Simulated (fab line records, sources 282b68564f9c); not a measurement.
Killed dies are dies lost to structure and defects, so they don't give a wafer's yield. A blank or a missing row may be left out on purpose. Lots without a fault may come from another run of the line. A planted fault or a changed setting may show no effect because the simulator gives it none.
Problem report in the 8D (eight disciplines) form, filled by code | flow rit_cmos | the parts of the form that need people (team, actions taken, sign-off) are left out

1. THE PROBLEM
M1_AL_RS at RIT_M1_RS_MEAS_01 reads a mean of 0.0634 ohm/sq on 1 wafer of 1 lot; wafers without a fault read 0.0738 ohm/sq with a standard deviation of 0.00088. That is -12 standard deviations from the usual mean.
The step: measures by four-point-probe.
First seen on wafer L215.1, day 6 09:59, on film_metro-04. The record holds 39 wafers of 13 lots with a number at this step. Rule for "out", or "out of limits": more than 4 standard deviations from the usual mean. The other wafers with a number count as sound.

2. WHAT IT IS AND WHAT IT IS NOT
question                    | is               | is not
which readings at this step | M1_AL_RS         | -
which lots                  | L215             | L202, L204, L205, L216, L217, L218, L220, L221, L222, L223, L224, L225
which wafers of those lots  | L215.1           | L215.4, L215.6
read on which gauges        | film_metro-04    | film_metro-01, film_metro-03
when                        | from day 6 09:59 | up to then (11 sound wafers); but 27 sound wafers of L216, L217, L218, L220, L221, L222, L223, L224, L225 came after

3. SUSPECTS, AND WHAT RULES EACH OUT
Counting: a tool at a process step up to the reading stays a suspect if it ran every lot that is out. Sound lots after the first of them don't rule it out here, since some wafers of a struck lot are sound.
- the gauge at RIT_M1_RS_MEAS_01: ruled out. All the wafers that are out were read on film_metro-04, but those of them that RIT_M1_SPUTTER_00 has rows for are out there too, on other tools.
- pvd_sputter-03 at RIT_M1_SPUTTER_00 (material Al, target thk 400 nm, time 500 s): kept. It ran the lot that is out, L215 (day 6 09:42); its last sound lot up to then is L204 (day 3 22:51). Its own readings are out on those wafers: cathode_dc_power_W.
Left after counting: pvd_sputter-03 at RIT_M1_SPUTTER_00.

4. THE CAUSE (what the simulator had put in)
Process parameter drift: pvd_sputter-03, from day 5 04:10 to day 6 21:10, at RIT_M1_SPUTTER_00. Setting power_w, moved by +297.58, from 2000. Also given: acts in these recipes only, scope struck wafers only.
Counting left only this tool.

5. THE CHAIN OF EFFECTS, in route order
Each row: a reading whose mean over the struck wafers that have a number lies more than 3 standard deviations from the usual. Only readings for which the record gives a usual standard deviation are gone through. hours: the time from each lot's start at the first step in this table that gives one to its start at this step, as a median over the lots. sigmas: the change in usual standard deviations.
hours | step                 | reading            | usual         | on struck wafers | change  | sigmas
0     | RIT_M1_SPUTTER_00    | cathode_dc_power_W | 2000.0 W      | 2298.9           | +298.9  | +99 or more
0     | RIT_M1_RS_MEAS_01    | M1_AL_RS           | 0.0738 ohm/sq | 0.0634           | -0.0104 | -12
0     | RIT_M1_THK_MEAS_02   | M1_AL_THK          | 391 nm        | 453              | +62     | +13
2     | RIT_M1_METAL_ETCH_12 | oes_product_au     | 0.778 a.u.    | 0.853            | +0.075  | +4.7
The process steps in it:
- RIT_M1_SPUTTER_00: material Al, target thk 400 nm, time 500 s.
- RIT_M1_METAL_ETCH_12: etches Al in Cl2/BCl3, stops on SiO2, time 165 s, target depth 600 nm.

6. WHAT WOULD HAVE CAUGHT IT SOONER
In this record the first reading out of limits at a measuring or inspecting step was taken at day 6 09:59, 30 hours after the fault began at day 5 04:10.
The tool's own readings at RIT_M1_SPUTTER_00 were out on every struck wafer that the step has a row for (cathode_dc_power_W): an alarm limit on them would have fired on the first of those.
All the lots that are out (1) had begun RIT_M1_SPUTTER_00 on pvd_sputter-03 by day 6 09:59. A hold on the tool at that time would have spared none of them.
